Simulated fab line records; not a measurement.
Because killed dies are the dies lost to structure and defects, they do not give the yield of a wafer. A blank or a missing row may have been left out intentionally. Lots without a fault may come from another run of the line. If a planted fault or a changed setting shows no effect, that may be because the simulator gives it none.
fab line records	flow rit-cmos
record lots=5	wafers=23
route steps=202 shown CONTACT@168 M1@192
start-h: hours from the record's opening day to when the first of the lot's shown wafers began	wait-h: how many hours have passed since the lot's step before this one	" unchanged from the row above	L1.1+2: a single row standing in for several wafers	- either no value or no given start	* or withheld: withheld	< > ~ a bound
route shown NAME@n: NAME is a module with steps in the file, n the number in the route of the first one	usual: mean/standard deviation taken from wafers without a fault	same: alike in all rows	chamber/n: place in a boat	sites: per-site readings	_std_site: standard deviation of those values	_edge_site: outer sites' mean less inner sites'	radius-mm: how far each site lies from the wafer's centre	mask NAME#n: copy n	behind: the tool/chamber that last shaped the wafer	hold: what put the lot on hold/how long, in hours/how the hold closed	device: which transistor (n, p or np) failed to switch	end of line: at the end of the route, the tests of the same wafers	a step with no rows: only its recipe	killed: the dies lost at the first sort to structure and to defects; this is not the yield of the wafer	map: dies across one wafer; x = killed, . = not, _ = none there
set.NAME: setting as actually run; set.NAME@STEP: the setting as run at that earlier step	model.NAME: the simulator's own value behind a step, which no gauge read
lots whose settings were changed on purpose; a table a step, a row a wafer
## steps
# step RIT_CONTACT_CVD_00
# recipe material=SiO2	target-thk-nm=400	precursor=TEOS	temp-c=390	time-s=61	rf-w=400
lot.wafer	tool	chamber	start-h	wait-h	set.time-s	model.SiO2_of_CONTACT_CVD_00.thk-nm
L075.1	pecvd-03	0	58.01	0.1	52.57	348.4
L075.2	"	2	"	"	52.57	350
L075.3	"	1	"	"	61	399.2
L075.5	"	1	"	"	61	410.8
L075.6	"	2	"	"	61	412
L076.1	pecvd-02	1	64.10	0.1	61	403.9
L076.2	"	2	"	"	68.33	441.7
L076.3	"	0	"	"	61	400.4
L076.4	"	1	"	"	68.33	454.2
L076.6	"	0	"	"	68.33	453.8
L077.1	pecvd-04	1	66.52	0.1	61	410.3
L077.2	"	2	"	"	61	410.5
L077.3	"	0	"	"	57.64	379.7
L077.4	"	0	"	"	61	409.3
L077.6	"	1	"	"	57.64	386.4
L078.1	pecvd-03	0	69.92	0.1	61	400.1
L078.2	"	2	"	"	67.51	445.9
L078.3	"	1	"	"	61	398
L078.4	"	2	"	"	61	404.8
L078.5	"	1	"	"	67.51	441.8
L080.1	pecvd-04	0	81.71	0.1	61	396.7
L080.3	"	1	"	"	61	402.9
L080.6	"	2	"	"	61	408.9
# step RIT_CONTACT_THK_MEAS_01
# recipe reads=SiO2_of_CONTACT_CVD_00
# usual CONTACT_TEOS_THK=403/5.1
lot.wafer	tool	chamber	start-h	wait-h	set.time-s@CONTACT_CVD_00	CONTACT_TEOS_THK[nm]
L075.1	film-metro-04	-	58.06	0.0	52.57	349
L075.2	"	-	"	"	52.57	350
L075.3	"	-	"	"	61	399
L075.5	"	-	"	"	61	411
L075.6	"	-	"	"	61	412
L076.1	film-metro-02	-	64.15	0.0	61	404
L076.2	"	-	"	"	68.33	442
L076.3	"	-	"	"	61	400
L076.4	"	-	"	"	68.33	454
L076.6	"	-	"	"	68.33	454
L077.1	film-metro-01	-	66.57	0.0	61	410
L077.2	"	-	"	"	61	410
L077.3	"	-	"	"	57.64	380
L077.4	"	-	"	"	61	409
L077.6	"	-	"	"	57.64	386
L078.1	film-metro-01	-	69.97	0.0	61	400
L078.2	"	-	"	"	67.51	446
L078.3	"	-	"	"	61	398
L078.4	"	-	"	"	61	405
L078.5	"	-	"	"	67.51	442
L080.1	film-metro-04	-	81.76	0.0	61	397
L080.3	"	-	"	"	61	403
L080.6	"	-	"	"	61	409
# step RIT_CONTACT_EXPOSE_05
# recipe mask-id=M11	na=0.6	source-shape=conventional	sigma-outer=0.5	target-cd-nm=1000	dose-mj=250
lot.wafer	tool	chamber	start-h	wait-h	mask	set.dose-mj
L075.1+2+5	iline-stepper-01	0	58.69	0.2	M11#0	250
L075.3+6	"	0	"	"	M11#0	239.4
L076.1+4	iline-stepper-01	0	64.66	0.1	M11#0	250
L076.2+3+6	"	0	"	"	M11#0	237.1
L077.1+4+6	iline-stepper-02	0	67.21	0.2	M11#0	267.2
L077.2+3	"	0	"	"	M11#0	250
L078.1+2+3+4+5	iline-stepper-02	0	70.48	0.1	M11#0	250
L080.1+3+6	iline-stepper-01	0	82.27	0.1	M11#0	250
# step RIT_CONTACT_PEB_06
# recipe resist=NOVOLAK	temp-c=withheld	time-s=withheld
# step RIT_CONTACT_DEVELOP_07
# recipe resist=NOVOLAK	develop-time-s=120	dev-temp-c=21.94
lot.wafer	tool	chamber	start-h	wait-h	set.dose-mj@CONTACT_EXPOSE_05	model.CONTACT.cd-nm
L075.1	litho-track-01	0	-	-	250	998.1
L075.2	"	0	"	"	250	997.3
L075.3	"	0	"	"	239.4	985.7
L075.5	"	0	"	"	250	1001
L075.6	"	0	"	"	239.4	986.2
L076.1	litho-track-01	0	-	-	250	998.6
L076.2	"	0	"	"	237.1	982.2
L076.3	"	0	"	"	237.1	986.3
L076.4	"	0	"	"	250	998.3
L076.6	"	0	"	"	237.1	983
L077.1	litho-track-03	0	-	-	267.2	1015
L077.2	"	0	"	"	250	997.5
L077.3	"	0	"	"	250	999.9
L077.4+6	"	0	"	"	267.2	1017
L078.1	litho-track-02	0	-	-	250	1002
L078.2	"	0	"	"	250	1001
L078.3	"	0	"	"	250	1000
L078.4	"	0	"	"	250	998.1
L078.5	"	0	"	"	250	999.3
L080.1	litho-track-01	0	-	-	250	999.1
L080.3	"	0	"	"	250	999.3
L080.6	"	0	"	"	250	998.7
# step RIT_CONTACT_CD_MEAS_08
# recipe target-cd-nm=1000
# usual cd-nm=999.4/2.1
lot.wafer	tool	chamber	start-h	wait-h	set.dose-mj@CONTACT_EXPOSE_05	cd-nm
L075.1	cd-sem-01	-	59.21	-	250	998.2
L075.2	"	-	"	"	250	997.2
L075.3	"	-	"	"	239.4	985.5
L075.5	"	-	"	"	250	1000.8
L075.6	"	-	"	"	239.4	986.3
L076.1	cd-sem-01	-	65.26	-	250	998.4
L076.2	"	-	"	"	237.1	982.3
L076.3	"	-	"	"	237.1	985.9
L076.4	"	-	"	"	250	998.5
L076.6	"	-	"	"	237.1	983.0
L077.1	cd-sem-01	-	67.77	-	267.2	1015.4
L077.2	"	-	"	"	250	997.8
L077.3	"	-	"	"	250	999.7
L077.4	"	-	"	"	267.2	1017.4
L077.6	"	-	"	"	267.2	1016.4
L078.1	cd-sem-01	-	71.00	-	250	1001.6
L078.2	"	-	"	"	250	1001.0
L078.3	"	-	"	"	250	999.9
L078.4	"	-	"	"	250	998.0
L078.5	"	-	"	"	250	999.7
L080.1	cd-sem-01	-	82.79	-	250	999.3
L080.3	"	-	"	"	250	999.1
L080.6	"	-	"	"	250	998.8
# step RIT_CONTACT_ETCH_11
# recipe target-depth-a=4800	over-etch-frac=0.2	stop-on=TiSi2	chemistry=CHF3/CF4/Ar	target=SiO2	CHF3_flow_sccm=50	cf4-flow-sccm=10	Ar_flow_sccm=100	O2_flow_sccm=5	pressure-mtorr=100	rf-w=200	time-s=320
lot.wafer	tool	chamber	start-h	wait-h	set.rf-w	set.time-s@CONTACT_CVD_00	model.CONTACT.feature-depth-nm	model.etch.depth-nm
L075.1	rie-diel-03	2	59.52	0.1	209.6	52.57	348.4	348.4
L075.2	"	1	"	"	200	52.57	350	350
L075.3	"	3	"	"	200	61	399.2	399.2
L075.5	"	0	"	"	209.6	61	410.8	410.8
L075.6	"	1	"	"	200	61	412	412
L076.1	rie-diel-02	0	65.57	0.1	200	61	403.9	403.9
L076.2	"	2	"	"	200	68.33	441.7	441.7
L076.3	"	1	"	"	209.9	61	400.4	400.4
L076.4	"	3	"	"	209.9	68.33	454.2	454.2
L076.6	"	0	"	"	209.9	68.33	453.8	453.8
L077.1	rie-diel-04	0	68.08	0.1	176.3	61	410.3	410.3
L077.2	"	3	"	"	200	61	410.5	410.5
L077.3	"	1	"	"	176.3	57.64	379.7	379.7
L077.4	"	2	"	"	200	61	409.3	409.3
L077.6	"	1	"	"	200	57.64	386.4	386.4
L078.1	rie-diel-03	2	71.48	0.1	200	61	400.1	400.1
L078.2	"	0	"	"	200	67.51	445.9	445.9
L078.3	"	1	"	"	182.1	61	398	398
L078.4	"	3	"	"	182.1	61	404.8	404.8
L078.5	"	1	"	"	182.1	67.51	441.8	441.8
L080.1	rie-diel-04	1	83.09	0.1	200	61	396.7	396.7
L080.3	"	0	"	"	200	61	402.9	402.9
L080.6	"	2	"	"	200	61	408.9	408.9
# step RIT_CONTACT_STRIP_12
# recipe chemistry=O2	time-s=180	resist=NOVOLAK	platen-temp-c=withheld	power-w=500	pressure-mtorr=4000	o2-flow-sccm=4000
# step RIT_CONTACT_CD_MEAS_90
# recipe target-cd-nm=1000
# usual cd-nm=999.4/2.1
lot.wafer	tool	chamber	start-h	wait-h	set.dose-mj@CONTACT_EXPOSE_05	cd-nm
L075.1	cd-sem-01	-	59.89	0.1	250	998.6
L075.2	"	-	"	"	250	998.4
L075.3	"	-	"	"	239.4	986.1
L075.5	"	-	"	"	250	1001.6
L075.6	"	-	"	"	239.4	986.6
L076.1	cd-sem-01	-	65.94	0.1	250	998.6
L076.2	"	-	"	"	237.1	982.5
L076.3	"	-	"	"	237.1	986.4
L076.4	"	-	"	"	250	998.9
L076.6	"	-	"	"	237.1	982.9
L077.1	cd-sem-01	-	68.44	0.1	267.2	1014.6
L077.2	"	-	"	"	250	997.0
L077.3	"	-	"	"	250	998.9
L077.4	"	-	"	"	267.2	1017.9
L077.6	"	-	"	"	267.2	1016.6
L078.1	cd-sem-01	-	71.85	0.1	250	1001.2
L078.2	"	-	"	"	250	1001.6
L078.3	"	-	"	"	250	1000.2
L078.4	"	-	"	"	250	997.7
L078.5	"	-	"	"	250	999.3
L080.1	cd-sem-01	-	83.46	0.1	250	998.7
L080.3	"	-	"	"	250	998.8
L080.6	"	-	"	"	250	998.8
# step RIT_M1_DEVELOP_08
# recipe resist=NOVOLAK	develop-time-s=68	dev-temp-c=23
lot.wafer	tool	chamber	start-h	wait-h	set.develop-time-s
L075.1+2+3+5+6	litho-track-04	0	-	-	68
L076.1+2+3+4+6	litho-track-01	0	-	-	68
L077.1+6	litho-track-02	0	-	-	68
L077.2+3+4	"	0	"	"	77.29
L078.1+4	litho-track-02	0	-	-	61.42
L078.2+3+5	"	0	"	"	68
L080.1+3+6	litho-track-02	0	-	-	68
# step RIT_M1_CD_MEAS_09
# recipe target-cd-nm=2600
# usual cd-nm=2600.6/2.2
lot.wafer	tool	chamber	start-h	wait-h	set.develop-time-s@M1_DEVELOP_08	cd-nm
L075.1	cd-sem-01	-	61.85	-	68	2601.3
L075.2	"	-	"	"	68	2600.4
L075.3	"	-	"	"	68	2601.3
L075.5	"	-	"	"	68	2600.4
L075.6	"	-	"	"	68	2601.2
L076.1	cd-sem-01	-	67.89	-	68	2603.7
L076.2	"	-	"	"	68	2603.6
L076.3	"	-	"	"	68	2602.5
L076.4	"	-	"	"	68	2602.7
L076.6	"	-	"	"	68	2602.1
L077.1	cd-sem-01	-	70.50	-	68	2600.4
L077.2	"	-	"	"	77.29	2588.5
L077.3	"	-	"	"	77.29	2588.8
L077.4	"	-	"	"	77.29	2587.4
L077.6	"	-	"	"	68	2600.3
L078.1	cd-sem-01	-	73.80	-	61.42	2612.3
L078.2	"	-	"	"	68	2599.9
L078.3	"	-	"	"	68	2602.2
L078.4	"	-	"	"	61.42	2613.3
L078.5	"	-	"	"	68	2604.3
L080.1	cd-sem-01	-	85.59	-	68	2597.5
L080.3	"	-	"	"	68	2597.9
L080.6	"	-	"	"	68	2598.2
# step RIT_M1_HARDBAKE_11
# recipe resist=NOVOLAK	temp-c=140	time-s=120
# step RIT_M1_STRIP_13
# recipe chemistry=nmp	resist=NOVOLAK	temp-c=80	time-s=600	dry=n2-spin
# step RIT_M1_STRIP_14
# recipe chemistry=O2	time-s=180	platen-temp-c=withheld	power-w=500	pressure-mtorr=4000	o2-flow-sccm=4000
# step RIT_M1_CD_MEAS_90
# recipe target-cd-nm=2600
# usual cd-nm=2603/3.4
lot.wafer	tool	chamber	start-h	wait-h	set.develop-time-s@M1_DEVELOP_08	cd-nm
L075.1	cd-sem-01	-	62.77	0.1	68	2604
L075.2	"	-	"	"	68	2604
L075.3	"	-	"	"	68	2605
L075.5	"	-	"	"	68	2603
L075.6	"	-	"	"	68	2604
L076.1	cd-sem-01	-	68.86	0.1	68	2606
L076.2	"	-	"	"	68	2609
L076.3	"	-	"	"	68	2608
L076.4	"	-	"	"	68	2606
L076.6	"	-	"	"	68	2606
L077.1	cd-sem-01	-	71.42	0.1	68	2601
L077.2	"	-	"	"	77.29	2589
L077.3	"	-	"	"	77.29	2588
L077.4	"	-	"	"	77.29	2589
L077.6	"	-	"	"	68	2600
L078.1	cd-sem-01	-	74.73	0.1	61.42	2617
L078.2	"	-	"	"	68	2604
L078.3	"	-	"	"	68	2606
L078.4	"	-	"	"	61.42	2618
L078.5	"	-	"	"	68	2608
L080.1	cd-sem-01	-	86.51	0.1	68	2600
L080.3	"	-	"	"	68	2600
L080.6	"	-	"	"	68	2601
## key
split step=RIT_CONTACT_CVD_00	setting=time-s	stated=61	by=wafer
response step=RIT_CONTACT_CVD_00	reading=model.SiO2_of_CONTACT_CVD_00.thk-nm	change=+4.13	per=1%	r=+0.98
response step=RIT_CONTACT_THK_MEAS_01	reading=CONTACT_TEOS_THK	change=+4.13	per=1%	r=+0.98
response step=RIT_CONTACT_ETCH_11	reading=model.CONTACT.feature-depth-nm	change=+4.13	per=1%	r=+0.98
response step=RIT_CONTACT_ETCH_11	reading=model.etch.depth-nm	change=+4.13	per=1%	r=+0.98
split step=RIT_CONTACT_EXPOSE_05	setting=dose-mj	stated=250	by=wafer
response step=RIT_CONTACT_DEVELOP_07	reading=model.CONTACT.cd-nm	change=+2.74	per=1%	r=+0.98
response step=RIT_CONTACT_CD_MEAS_08	reading=cd-nm	change=+2.74	per=1%	r=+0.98
response step=RIT_CONTACT_CD_MEAS_90	reading=cd-nm	change=+2.82	per=1%	r=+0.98
split step=RIT_CONTACT_ETCH_11	setting=rf-w	stated=200	by=wafer
response none clear
split step=RIT_M1_DEVELOP_08	setting=develop-time-s	stated=68	by=wafer
response step=RIT_M1_CD_MEAS_09	reading=cd-nm	change=-0.958	per=1%	r=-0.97
response step=RIT_M1_CD_MEAS_90	reading=cd-nm	change=-0.954	per=1%	r=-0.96
